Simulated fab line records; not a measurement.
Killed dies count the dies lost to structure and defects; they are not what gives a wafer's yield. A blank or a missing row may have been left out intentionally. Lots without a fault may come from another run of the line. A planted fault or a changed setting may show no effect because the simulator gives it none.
A single fault, viewed from 2 desks ; flow berkeley_cmos170 ; each desk holds nothing but its own numbers, with what lay behind them at the end

== DESK OF THE TOOL OWNER: implanter-02 ==
For each lot that ran on this tool, the mean over its sampled wafers that have a number, from the tool's own readings at UCB170_NWELL_IMPLANT_14. The brackets show how far a lot's mean lies from the usual mean; more than 4 standard deviations puts the lot out of limits, marked OUT.
Columns: A = dose_ions_cm2 at UCB170_NWELL_IMPLANT_14, usual 1.0001e+13
lot;first seen here;A
L285;day 2 17:07;9.9910e+12
L304;day 6 08:02;1.0418e+13 (+38) OUT
L305;day 6 15:02;1.0400e+13 (+36) OUT
This desk finds L304, L305 out of limits, L304 being first, at day 6 08:02 (dose_ions_cm2 at UCB170_NWELL_IMPLANT_14). In limits: L285.

== AT THE METROLOGY DESK ==
What the gauges read for every lot (on any tool): the sampled wafers with a number, averaged. The brackets show how far a lot's mean lies from the usual mean; more than 4 standard deviations puts the lot out of limits, marked OUT.
Columns: A = NWELL_OXIDE_THK at UCB170_NWELL_THK_MEAS_02, usual 26.5 nm; B = NWELL_NITRIDE_THK at UCB170_NWELL_THK_MEAS_05, usual 224.1 nm; C = NWELL_OVL at UCB170_NWELL_OVL_MEAS_12, usual 0 nm
lot;first seen here;A;B;C
L285;day 2 09:04;26.7;224.1;-5
L288;day 3 01:37;26.5;225.1;1
L303;day 6 01:29;26.3;226.9;-3
L304;day 6 01:29;26.5;222.2;4
L305;day 6 10:04;26.7;226.8;10
L307;day 6 22:32;26.7;227.1;-3
This desk found nothing out of limits on any of the 6 lots.

== ALL TOGETHER ==
The tool owner's desk could have raised an alarm at day 6 08:02, on L304, L305.
The metrology desk saw nothing out of limits.
The metrology desk has L304, L305 on record, within its limits.
The lots listed all ran UCB170_NWELL_IMPLANT_14 on implanter-02.

== WHAT THE SIMULATOR HAD INSERTED ==
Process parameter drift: implanter-02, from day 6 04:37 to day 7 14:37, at UCB170_NWELL_IMPLANT_14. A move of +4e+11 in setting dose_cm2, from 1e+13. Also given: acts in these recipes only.
Struck lots among those shown: L304, L305.
Hours from the fault's start to each desk's first reading out of limits: the tool owner's desk, 3.
